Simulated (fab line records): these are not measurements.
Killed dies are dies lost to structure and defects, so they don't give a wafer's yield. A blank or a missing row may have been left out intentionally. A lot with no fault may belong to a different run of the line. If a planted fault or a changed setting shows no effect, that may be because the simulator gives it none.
Which tool did it? :: flow rit_cmos :: 14 lots with 42 wafers sampled at 5 steps, on a route of 202 steps

WHAT THE GAUGES READ, wafer by wafer
RIT_ACTIVE_BOW_MEAS_00. Usual: INCOMING_BOW typically reads 0 um, with standard deviation 6.9.
lot: L404
measured: day 1 10:01
on: film_metro-01
INCOMING_BOW (um): -1 1 1
flag: 

lot: L405
measured: day 1 15:01
on: film_metro-02
INCOMING_BOW (um): -4 4 -1
flag: 

lot: L407
measured: day 2 01:01
on: film_metro-02
INCOMING_BOW (um): 10 -8 10
flag: 

lot: L408
measured: day 2 06:00
on: film_metro-01
INCOMING_BOW (um): -5 7 -7
flag: 

lot: L409
measured: day 2 11:00
on: film_metro-04
INCOMING_BOW (um): 19 -5 3
flag: 

lot: L410
measured: day 2 16:00
on: film_metro-01
INCOMING_BOW (um): 3 -2 -11
flag: 

lot: L411
measured: day 2 21:00
on: film_metro-02
INCOMING_BOW (um): 9 -11 -9
flag: 

lot: L412
measured: day 3 02:01
on: film_metro-02
INCOMING_BOW (um): -6 0 4
flag: 

lot: L413
measured: day 3 07:01
on: film_metro-02
INCOMING_BOW (um): 7 -4 -2
flag: 

lot: L414
measured: day 3 12:00
on: film_metro-01
INCOMING_BOW (um): -3 0 -3
flag: 

lot: L415
measured: day 3 17:00
on: film_metro-02
INCOMING_BOW (um): -2 4 9
flag: 

lot: L417
measured: day 4 03:02
on: film_metro-02
INCOMING_BOW (um): 3 -6 -9
flag: 

lot: L424
measured: day 5 14:01
on: film_metro-02
INCOMING_BOW (um): 6 -8 -1
flag: 

lot: L427
measured: day 6 05:00
on: film_metro-01
INCOMING_BOW (um): -2 15 -5
flag: 

RIT_ACTIVE_THK_MEAS_02. Usual: ACTIVE_OXIDE_THK typically reads 46.8 nm, with standard deviation 0.78.
lot: L404
measured: day 1 12:04
on: film_metro-01
ACTIVE_OXIDE_THK (nm): 45.8 45.9 46.6
flag: 

lot: L405
measured: day 1 17:04
on: film_metro-01
ACTIVE_OXIDE_THK (nm): 46.9 47.2 47.9
flag: 

lot: L407
measured: day 2 03:08
on: film_metro-04
ACTIVE_OXIDE_THK (nm): 47.5 48.0 47.1
flag: 

lot: L408
measured: day 2 09:48
on: film_metro-01
ACTIVE_OXIDE_THK (nm): 46.6 46.9 46.8
flag: 

lot: L409
measured: day 2 13:03
on: film_metro-04
ACTIVE_OXIDE_THK (nm): 45.9 45.7 45.8
flag: 

lot: L410
measured: day 2 18:03
on: film_metro-01
ACTIVE_OXIDE_THK (nm): 47.5 47.1 47.2
flag: 

lot: L411
measured: day 2 23:03
on: film_metro-01
ACTIVE_OXIDE_THK (nm): 46.0 46.2 46.7
flag: 

lot: L412
measured: day 3 04:04
on: film_metro-04
ACTIVE_OXIDE_THK (nm): 48.0 47.6 47.3
flag: 

lot: L413
measured: day 3 10:14
on: film_metro-01
ACTIVE_OXIDE_THK (nm): 45.0 45.3 45.5
flag: 

lot: L414
measured: day 3 14:03
on: film_metro-01
ACTIVE_OXIDE_THK (nm): 47.4 47.3 47.7
flag: 

lot: L415
measured: day 3 19:03
on: film_metro-04
ACTIVE_OXIDE_THK (nm): 47.2 46.7 47.4
flag: 

lot: L417
measured: day 4 05:04
on: film_metro-04
ACTIVE_OXIDE_THK (nm): 46.2 46.4 46.3
flag: 

lot: L424
measured: day 5 16:55
on: film_metro-02
ACTIVE_OXIDE_THK (nm): 46.5 46.7 47.1
flag: 

lot: L427
measured: day 6 12:20
on: film_metro-02
ACTIVE_OXIDE_THK (nm): 47.4 47.0 46.5
flag: 

RIT_NRETRO_OVL_MEAS_06. Usual: NRETRO_OVL typically reads -0.6 nm, with standard deviation 1.6.
lot: L404
measured: day 2 06:01
on: overlay-01
NRETRO_OVL (nm): -1.5 -0.9 -1.3
flag: 

lot: L405
measured: day 2 10:04
on: overlay-02
NRETRO_OVL (nm): 0.1 -1.5 -1.0
flag: 

lot: L407
measured: day 2 20:54
on: overlay-01
NRETRO_OVL (nm): -0.2 -1.6 -1.8
flag: 

lot: L408
measured: day 3 03:40
on: overlay-01
NRETRO_OVL (nm): 0.0 -2.1 1.1
flag: 

lot: L409
measured: day 3 06:07
on: overlay-01
NRETRO_OVL (nm): -2.0 -1.6 -0.2
flag: 

lot: L410
measured: day 3 12:29
on: overlay-01
NRETRO_OVL (nm): -1.8 -2.0 -2.1
flag: 

lot: L411
measured: day 3 16:34
on: overlay-01
NRETRO_OVL (nm): 0.6 1.1 2.6
flag: 

lot: L412
measured: day 3 22:37
on: overlay-01
NRETRO_OVL (nm): -1.6 -0.1 -1.1
flag: 

lot: L413
measured: day 4 04:48
on: overlay-01
NRETRO_OVL (nm): -3.3 -0.9 -1.6
flag: 

lot: L414
measured: day 4 07:46
on: overlay-01
NRETRO_OVL (nm): -2.7 -1.3 -1.1
flag: 

lot: L415
measured: day 4 12:20
on: overlay-02
NRETRO_OVL (nm): 1.3 -1.6 -0.2
flag: 

lot: L417
measured: day 4 23:06
on: overlay-01
NRETRO_OVL (nm): -1.6 -1.3 -0.6
flag: 

lot: L424
measured: day 6 11:26
on: overlay-01
NRETRO_OVL (nm): -0.8 0.9 0.3
flag: 

lot: L427
measured: day 7 10:28
on: overlay-01
NRETRO_OVL (nm): -0.3 -0.6 0.1
flag: 

RIT_PRETRO_OVL_MEAS_06. Usual: PRETRO_OVL typically reads -0.2 nm, with standard deviation 1.4.
lot: L404
measured: day 2 07:34
on: overlay-02
PRETRO_OVL (nm): -1.1 -0.8 3.4
flag: 

lot: L405
measured: day 2 11:44
on: overlay-01
PRETRO_OVL (nm): 1.1 2.5 0.7
flag: 

lot: L407
measured: day 2 22:34
on: overlay-01
PRETRO_OVL (nm): -3.3 -1.4 -2.6
flag: 

lot: L408
measured: day 3 05:36
on: overlay-01
PRETRO_OVL (nm): -0.7 0.3 0.2
flag: 

lot: L409
measured: day 3 07:49
on: overlay-01
PRETRO_OVL (nm): -1.2 2.2 1.2
flag: 

lot: L410
measured: day 3 14:10
on: overlay-01
PRETRO_OVL (nm): 0.6 1.1 1.3
flag: 

lot: L411
measured: day 3 18:07
on: overlay-01
PRETRO_OVL (nm): -2.0 -0.6 -1.7
flag: 

lot: L412
measured: day 4 00:20
on: overlay-01
PRETRO_OVL (nm): -1.5 0.0 1.0
flag: 

lot: L413
measured: day 4 06:38
on: overlay-02
PRETRO_OVL (nm): 0.3 0.3 -0.3
flag: 

lot: L414
measured: day 4 09:19
on: overlay-02
PRETRO_OVL (nm): - - -
flag: OFF

lot: L415
measured: day 4 14:00
on: overlay-02
PRETRO_OVL (nm): 0.4 1.1 -1.6
flag: 

lot: L417
measured: day 5 00:47
on: overlay-01
PRETRO_OVL (nm): - - -
flag: OFF

lot: L424
measured: day 6 13:13
on: overlay-01
PRETRO_OVL (nm): -3.9 0.9 -1.0
flag: 

lot: L427
measured: day 7 12:14
on: overlay-01
PRETRO_OVL (nm): -0.8 -0.8 -0.5
flag: 

TOOL THAT RAN EACH LOT (tool first, then ch and the chambers of the sampled wafers, then the start)
lot: L404
RIT_PRETRO_EXPOSE_03: iline_stepper-02 ch 0, day 2 07:09

lot: L405
RIT_PRETRO_EXPOSE_03: iline_stepper-01 ch 0, day 2 11:19

lot: L407
RIT_PRETRO_EXPOSE_03: iline_stepper-01 ch 0, day 2 22:10

lot: L408
RIT_PRETRO_EXPOSE_03: iline_stepper-02 ch 0, day 3 05:00

lot: L409
RIT_PRETRO_EXPOSE_03: iline_stepper-01 ch 0, day 3 07:23

lot: L410
RIT_PRETRO_EXPOSE_03: iline_stepper-02 ch 0, day 3 13:44

lot: L411
RIT_PRETRO_EXPOSE_03: iline_stepper-02 ch 0, day 3 17:41

lot: L412
RIT_PRETRO_EXPOSE_03: iline_stepper-01 ch 0, day 3 23:55

lot: L413
RIT_PRETRO_EXPOSE_03: iline_stepper-01 ch 0, day 4 06:13

lot: L414
RIT_PRETRO_EXPOSE_03: iline_stepper-01 ch 0, day 4 08:53

lot: L415
RIT_PRETRO_EXPOSE_03: iline_stepper-02 ch 0, day 4 13:34

lot: L417
RIT_PRETRO_EXPOSE_03: iline_stepper-01 ch 0, day 5 00:23

lot: L424
RIT_PRETRO_EXPOSE_03: iline_stepper-02 ch 0, day 6 12:48

lot: L427
RIT_PRETRO_EXPOSE_03: iline_stepper-02 ch 0, day 7 11:49
- RIT_PRETRO_EXPOSE_03: exposes mask M5, target cd 43700 nm.

WHAT THE TOOLS THEMSELVES READ (means of the sampled wafers that have a number; where no wafer has one, the mark that the record gives instead)
The record holds no such reading with a usual standard deviation.

THE ANSWER, worked out from the rows above alone
Rule: take the mean of a lot's wafers that have a number; if it is more than 3 standard deviations from the usual mean, the lot is off. A lot without any number at a reading at which 4 lots or more have one is off too. Any other lot the step has rows for is counted as sound. The gauges are gone through in route order, then the tools' own readings, and for those a lot's mean is taken as printed above. The first step at which some lot is off is used, and at that step the reading that is off furthest; a lot without a number counts as furthest.
Off: L414, L417, seen at RIT_PRETRO_OVL_MEAS_06 (PRETRO_OVL). Without a number there: L414, L417.
If a tool, at a process step before that reading, ran all the lots that are off and no sound lot after the first of them, it fits. The gauges at RIT_PRETRO_OVL_MEAS_06 are tried like those tools. One fits: iline_stepper-01 at RIT_PRETRO_EXPOSE_03. Its last sound lot is L413 (day 4 06:13), its first lot that is off L414 (day 4 08:53): a fault that began between those two fits.

WHAT THE SIMULATOR PUT IN
Scanner matching overlay: iline_stepper-01, from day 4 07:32 on, at RIT_PRETRO_EXPOSE_03. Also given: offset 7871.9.
Shown lots that were struck: L414, L417. The rule above reached the same finding.
